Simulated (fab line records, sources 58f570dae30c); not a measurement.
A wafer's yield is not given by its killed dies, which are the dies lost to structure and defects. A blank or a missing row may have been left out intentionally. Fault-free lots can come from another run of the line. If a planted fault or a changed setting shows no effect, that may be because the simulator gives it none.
Which tool did it?	flow berkeley-cmos170	7 lots, 21 wafers sampled, at 4 steps of a route of 331

## WHAT EACH GAUGE READ, for each wafer
UCB170_M3_CD_MEAS_90: the cd target is 700 nm.
lot	measured	on	cd-nm (nm)
L167	day 8 04:05	cd-sem-01	699 705 700
L168	day 8 07:01	cd-sem-01	692 693 700
L175	day 9 16:35	cd-sem-01	704 698 700
L179	day 10 10:08	cd-sem-01	697 697 703
L182	day 11 06:08	cd-sem-02	693 700 691
L187	day 12 01:17	cd-sem-01	703 695 693
L189	day 12 01:41	cd-sem-02	697 704 700

## TOOL THAT RAN EACH LOT (tool first, then ch and the chambers of the sampled wafers, then the start)
lot	UCB170_NWELL_STRIP_15	UCB170_M1_SPUTTER_00	UCB170_M1_STRIP_13
L167	plasma-asher-03 ch 0, day 2 15:22	pvd-sputter-02, day 7 11:21	plasma-asher-01 ch 0,1, day 7 13:06
L168	plasma-asher-04 ch 0, day 2 18:48	pvd-sputter-03, day 7 14:12	plasma-asher-03 ch 0,1, day 7 15:44
L175	plasma-asher-04 ch 0,1, day 4 02:45	pvd-sputter-03, day 8 19:03	plasma-asher-02 ch 0,1, day 8 20:47
L179	plasma-asher-03 ch 0,1, day 4 20:53	pvd-sputter-03, day 9 16:18	plasma-asher-02 ch 0,1, day 9 17:52
L182	plasma-asher-01 ch 0, day 5 16:32	pvd-sputter-03, day 10 14:30	plasma-asher-02 ch 0,1, day 10 17:18
L187	plasma-asher-01 ch 0,1, day 6 17:38	pvd-sputter-03, day 11 00:06	plasma-asher-01 ch 0,1, day 11 01:37
L189	plasma-asher-01 ch 0,1, day 6 23:09	pvd-sputter-03, day 11 04:07	plasma-asher-02 ch 0,1, day 11 05:39
- UCB170_NWELL_STRIP_15: strips in O2.
- UCB170_M1_SPUTTER_00: material Al, target thk 600 nm, time 80 s.
- UCB170_M1_STRIP_13: strips in O2.

## THE ANSWER, worked out from the rows above alone
Rule: what is usual is taken from the lots themselves. The widest of any qualifying gaps counts: lots, ordered by their means at a reading, are off when they make up no more than a third of the lots, leave a main group of 4 or more, and stand apart from it by 3 or more times the standard deviation of that group's means. A main group is skipped when, at the precision printed for the reading in the tables above, its means are all equal. A lot without any number at a reading at which 4 lots or more have one is off too. Any other lot the step has rows for is counted as sound.
No lot is off at any reading shown: from this, nothing can be told.

## WHAT THE SIMULATOR PUT IN
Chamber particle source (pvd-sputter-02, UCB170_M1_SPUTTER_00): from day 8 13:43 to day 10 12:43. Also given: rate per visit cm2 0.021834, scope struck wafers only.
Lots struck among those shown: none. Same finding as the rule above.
